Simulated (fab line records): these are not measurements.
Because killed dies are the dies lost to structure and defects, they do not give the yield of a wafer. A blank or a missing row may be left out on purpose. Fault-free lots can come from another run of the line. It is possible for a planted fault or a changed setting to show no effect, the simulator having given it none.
Check for tools in common :: flow berkeley_cmos170 :: 14 lots and 42 wafers in the sample

## REASON IT WAS OPENED
At UCB170_M2_RS_MEAS_02 the reading M2_AL_RS is flagged on 2 of 14 lots. Wafers without a fault read 0.0323 ohm/sq, standard deviation 0.00056.
Rule: a lot is flagged in two cases, either no wafer of it has a number, or all its wafers with numbers fall more than 4 standard deviations from that mean. As for the other lots, they are considered sound.

lot: L604
measured: day 8 16:31
on: film_metro-04
M2_AL_RS (ohm/sq), wafer by wafer: 0.0320 0.0330 0.0321
flag: 

lot: L605
measured: day 9 00:05
on: film_metro-03
M2_AL_RS (ohm/sq), wafer by wafer: 0.0335 0.0337 0.0334
flag: 

lot: L606
measured: day 9 01:26
on: film_metro-04
M2_AL_RS (ohm/sq), wafer by wafer: 0.0323 0.0325 0.0321
flag: 

lot: L608
measured: day 9 08:35
on: film_metro-03
M2_AL_RS (ohm/sq), wafer by wafer: 0.0322 0.0322 0.0325
flag: 

lot: L609
measured: day 10 13:29
on: film_metro-02
M2_AL_RS (ohm/sq), wafer by wafer: 0.0327 0.0327 0.0327
flag: 

lot: L611
measured: day 10 13:42
on: film_metro-04
M2_AL_RS (ohm/sq), wafer by wafer: 0.0328 0.0325 0.0320
flag: 

lot: L610
measured: day 10 13:44
on: film_metro-03
M2_AL_RS (ohm/sq), wafer by wafer: 0.0325 0.0317 0.0321
flag: 

lot: L612
measured: day 10 13:58
on: film_metro-02
M2_AL_RS (ohm/sq), wafer by wafer: 0.0328 0.0328 0.0328
flag: 

lot: L613
measured: day 10 22:27
on: film_metro-02
M2_AL_RS (ohm/sq), wafer by wafer: 0.0319 0.0320 0.0320
flag: 

lot: L616
measured: day 11 17:25
on: film_metro-04
M2_AL_RS (ohm/sq), wafer by wafer: 0.0329 0.0327 0.0328
flag: 

lot: L619
measured: day 12 04:36
on: film_metro-02
M2_AL_RS (ohm/sq), wafer by wafer: 0.0320 0.0316 0.0318
flag: 

lot: L618
measured: day 12 05:04
on: film_metro-04
M2_AL_RS (ohm/sq), wafer by wafer: 0.0706 0.0718 0.0714
flag: FLAGGED

lot: L621
measured: day 12 14:49
on: film_metro-04
M2_AL_RS (ohm/sq), wafer by wafer: 0.0699 0.0714 0.0721
flag: FLAGGED

lot: L626
measured: day 14 04:32
on: film_metro-04
M2_AL_RS (ohm/sq), wafer by wafer: 0.0314 0.0319 0.0311
flag: 
The numbers of the flagged lots are 0.0712 ohm/sq on average: +0.0389 ohm/sq against the usual, or +69 standard deviations.

## EACH LOT AND THE TOOL IT RAN ON
3 process steps preceding the reading are held in the record, out of 331 steps in the route. Each cell gives the tool, then ch followed by the chambers the sampled wafers passed through, then the start.
lot: L604
flag: 
UCB170_CONTACT_STRIP_19: plasma_asher-04 ch 0,1, day 8 09:40
UCB170_V1_CVD_00: pecvd-04 ch 0,2, day 8 13:38
UCB170_M2_SPUTTER_01: pvd_sputter-02, day 8 16:23

lot: L605
flag: 
UCB170_CONTACT_STRIP_19: plasma_asher-02 ch 0,1, day 8 18:10
UCB170_V1_CVD_00: pecvd-02 ch 0,1, day 8 21:33
UCB170_M2_SPUTTER_01: pvd_sputter-01, day 9 00:01

lot: L606
flag: 
UCB170_CONTACT_STRIP_19: plasma_asher-03 ch 0,1, day 8 18:19
UCB170_V1_CVD_00: pecvd-04 ch 1,2, day 8 22:53
UCB170_M2_SPUTTER_01: pvd_sputter-04, day 9 01:22

lot: L608
flag: 
UCB170_CONTACT_STRIP_19: plasma_asher-03 ch 0,1, day 9 02:32
UCB170_V1_CVD_00: pecvd-02 ch 0,1, day 9 06:01
UCB170_M2_SPUTTER_01: pvd_sputter-01, day 9 08:29

lot: L609
flag: 
UCB170_CONTACT_STRIP_19: plasma_asher-04 ch 0,1, day 10 04:04
UCB170_V1_CVD_00: pecvd-02 ch 0,1,2, day 10 07:32
UCB170_M2_SPUTTER_01: pvd_sputter-01, day 10 13:20

lot: L611
flag: 
UCB170_CONTACT_STRIP_19: plasma_asher-03 ch 0,1, day 10 05:13
UCB170_V1_CVD_00: pecvd-02 ch 0,2, day 10 10:07
UCB170_M2_SPUTTER_01: pvd_sputter-02, day 10 13:37

lot: L610
flag: 
UCB170_CONTACT_STRIP_19: plasma_asher-03 ch 0,1, day 10 04:14
UCB170_V1_CVD_00: pecvd-01 ch 0,2, day 10 08:47
UCB170_M2_SPUTTER_01: pvd_sputter-04, day 10 13:37

lot: L612
flag: 
UCB170_CONTACT_STRIP_19: plasma_asher-04 ch 0,1, day 10 04:23
UCB170_V1_CVD_00: pecvd-04 ch 0,1, day 10 08:47
UCB170_M2_SPUTTER_01: pvd_sputter-01, day 10 13:53

lot: L613
flag: 
UCB170_CONTACT_STRIP_19: plasma_asher-04 ch 0,1, day 10 15:06
UCB170_V1_CVD_00: pecvd-02 ch 0,1, day 10 19:30
UCB170_M2_SPUTTER_01: pvd_sputter-04, day 10 22:22

lot: L616
flag: 
UCB170_CONTACT_STRIP_19: plasma_asher-03 ch 0,1, day 11 10:17
UCB170_V1_CVD_00: pecvd-02 ch 0,1,2, day 11 14:53
UCB170_M2_SPUTTER_01: pvd_sputter-01, day 11 17:16

lot: L619
flag: 
UCB170_CONTACT_STRIP_19: plasma_asher-04 ch 0,1, day 11 19:09
UCB170_V1_CVD_00: pecvd-04 ch 0,2, day 11 23:29
UCB170_M2_SPUTTER_01: pvd_sputter-04, day 12 04:30

lot: L618
flag: FLAGGED
UCB170_CONTACT_STRIP_19: plasma_asher-02 ch 0,1, day 11 19:50
UCB170_V1_CVD_00: pecvd-01 ch 0,2, day 12 00:49
UCB170_M2_SPUTTER_01: pvd_sputter-01, day 12 04:59

lot: L621
flag: FLAGGED
UCB170_CONTACT_STRIP_19: plasma_asher-03 ch 1, day 12 07:08
UCB170_V1_CVD_00: pecvd-04 ch 1,2, day 12 10:38
UCB170_M2_SPUTTER_01: pvd_sputter-01, day 12 14:44

lot: L626
flag: 
UCB170_CONTACT_STRIP_19: plasma_asher-03 ch 1, day 13 19:37
UCB170_V1_CVD_00: pecvd-02 ch 1,2, day 13 23:41
UCB170_M2_SPUTTER_01: pvd_sputter-04, day 14 04:27
What the steps here do:
- UCB170_CONTACT_STRIP_19: strips in O2.
- UCB170_V1_CVD_00: deposits SiO2 from TEOS/O2, target thk 2000 nm, time 250 s.
- UCB170_M2_SPUTTER_01: material Al, target thk 900 nm, time 120 s.
- UCB170_M2_RS_MEAS_02: measures by four-point-probe.

## FLAGGED AGAINST TOTAL, ONE TOOL AT A TIME (gauges that did the reading follow at the end)
step: UCB170_CONTACT_STRIP_19
tool: plasma_asher-02
lots run: 2
flagged: 1
share of the flagged lots: some
sound lots run after its first flagged lot: 0

step: UCB170_CONTACT_STRIP_19
tool: plasma_asher-03
lots run: 7
flagged: 1
share of the flagged lots: some
sound lots run after its first flagged lot: 1 (L626)

step: UCB170_CONTACT_STRIP_19
tool: plasma_asher-04
lots run: 5
flagged: 0
share of the flagged lots: none
sound lots run after its first flagged lot: -

step: UCB170_V1_CVD_00
tool: pecvd-01
lots run: 2
flagged: 1
share of the flagged lots: some
sound lots run after its first flagged lot: 0

step: UCB170_V1_CVD_00
tool: pecvd-02
lots run: 7
flagged: 0
share of the flagged lots: none
sound lots run after its first flagged lot: -

step: UCB170_V1_CVD_00
tool: pecvd-04
lots run: 5
flagged: 1
share of the flagged lots: some
sound lots run after its first flagged lot: 0

step: UCB170_M2_SPUTTER_01
tool: pvd_sputter-01
lots run: 7
flagged: 2
share of the flagged lots: all
sound lots run after its first flagged lot: 0

step: UCB170_M2_SPUTTER_01
tool: pvd_sputter-02
lots run: 2
flagged: 0
share of the flagged lots: none
sound lots run after its first flagged lot: -

step: UCB170_M2_SPUTTER_01
tool: pvd_sputter-04
lots run: 5
flagged: 0
share of the flagged lots: none
sound lots run after its first flagged lot: -

step: UCB170_M2_RS_MEAS_02
tool: film_metro-02
lots run: 4
flagged: 0
share of the flagged lots: none
sound lots run after its first flagged lot: -

step: UCB170_M2_RS_MEAS_02
tool: film_metro-03
lots run: 3
flagged: 0
share of the flagged lots: none
sound lots run after its first flagged lot: -

step: UCB170_M2_RS_MEAS_02
tool: film_metro-04
lots run: 7
flagged: 2
share of the flagged lots: all
sound lots run after its first flagged lot: 1 (L626)

## WHAT THE TABLE PERMITS
Rows of the table that ran all the flagged lots, 2 in number: pvd_sputter-01 at UCB170_M2_SPUTTER_01; film_metro-04 at UCB170_M2_RS_MEAS_02.
- pvd_sputter-01 at UCB170_M2_SPUTTER_01 ran 7 lots, 2 of them flagged. It ran its last sound lot, L616, at day 11 17:16 and its first flagged lot, L618, at day 12 04:59: a fault with its onset between the two fits.
- film_metro-04 at UCB170_M2_RS_MEAS_02 ran 7 lots, 2 of them flagged. After the first flagged lot (L626), sound lots still ran on it; a lasting fault on the whole tool would not permit that.
One tool is left: pvd_sputter-01 at UCB170_M2_SPUTTER_01.

## WHAT THE SIMULATOR PUT IN
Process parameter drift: pvd_sputter-01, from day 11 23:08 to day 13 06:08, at UCB170_M2_SPUTTER_01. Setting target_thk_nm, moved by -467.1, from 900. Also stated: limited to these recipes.
Struck lots among those shown: L618, L621. This agrees with what the rule above found.
